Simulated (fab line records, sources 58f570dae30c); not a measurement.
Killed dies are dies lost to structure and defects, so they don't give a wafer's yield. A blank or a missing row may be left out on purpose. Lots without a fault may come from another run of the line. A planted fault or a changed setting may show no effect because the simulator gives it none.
Problem report in the 8D (eight disciplines) form, filled by code | flow berkeley_cmos170 | the parts of the form that need people (team, actions taken, sign-off) are left out

1. THE PROBLEM
chamber_pressure_mTorr at UCB170_M1_METAL_ETCH_12 reads a mean of 17.997 mTorr on 6 wafers of 2 lots; wafers without a fault read 11.999 mTorr with a standard deviation of 0.011. That is +99 or more standard deviations from the usual mean.
The step: etches Al in Cl2/BCl3, stops on PSG, target depth 780 nm, time 130 s.
First seen on wafer L991.1, day 9 18:08, on rie_metal-04. The record holds 42 wafers of 14 lots with a number at this step. Rule for "out", or "out of limits": more than 4 standard deviations from the usual mean. The other wafers with a number count as sound.

2. WHAT IT IS AND WHAT IT IS NOT
question                    | is                     | is not
which readings at this step | chamber_pressure_mTorr | drypump_motor_current_A, oes_product_au, throttle_valve_pct
which lots                  | L991, L995             | L100, L102, L104, L105, L106, L984, L985, L986, L987, L988, L989, L999
which wafers of those lots  | all that have a number | -
read on which tools         | rie_metal-04           | rie_metal-02, rie_metal-03
when                        | from day 9 18:08       | up to then (18 sound wafers); but 18 sound wafers of L100, L102, L104, L105, L106, L999 came after

3. SUSPECTS, AND WHAT RULES EACH OUT
Counting: a tool at a process step up to the reading stays a suspect if it ran every lot that is out and no sound lot after the first of them.
- rie_metal-04 at UCB170_M1_METAL_ETCH_12 (etches Al in Cl2/BCl3, stops on PSG, target depth 780 nm, time 130 s): kept. It ran every lot that is out, first L991 (day 9 18:08), and no sound lot after that; its last sound lot up to then is L989 (day 9 04:59). Its own readings are out on those wafers: chamber_pressure_mTorr.
Left after counting: rie_metal-04 at UCB170_M1_METAL_ETCH_12.

4. THE CAUSE (what the simulator had put in)
Process parameter drift: rie_metal-04, from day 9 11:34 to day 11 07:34, at UCB170_M1_METAL_ETCH_12. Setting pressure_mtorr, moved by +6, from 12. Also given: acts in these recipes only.
Counting left only this tool.

5. THE CHAIN OF EFFECTS, in route order
Each row: a reading whose mean over the struck wafers that have a number lies more than 3 standard deviations from the usual. Only readings for which the record gives a usual standard deviation are gone through. hours: the time from each lot's start at the first step in this table that gives one to its start at this step, as a median over the lots. sigmas: the change in usual standard deviations.
hours | step                    | reading                | usual        | on struck wafers | change | sigmas
0     | UCB170_M1_METAL_ETCH_12 | chamber_pressure_mTorr | 11.999 mTorr | 17.997           | +5.998 | +99 or more
The process steps in it:
- UCB170_M1_METAL_ETCH_12: etches Al in Cl2/BCl3, stops on PSG, target depth 780 nm, time 130 s.
Later measuring or inspecting steps at which every struck wafer that the step has a row for has a number for every such reading, and none has moved that far: UCB170_V1_CD_MEAS_12, UCB170_M3_RS_MEAS_02.

6. WHAT WOULD HAVE CAUGHT IT SOONER
In this record the first reading out of limits was taken at day 9 18:08, 7 hours after the fault began at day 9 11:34.
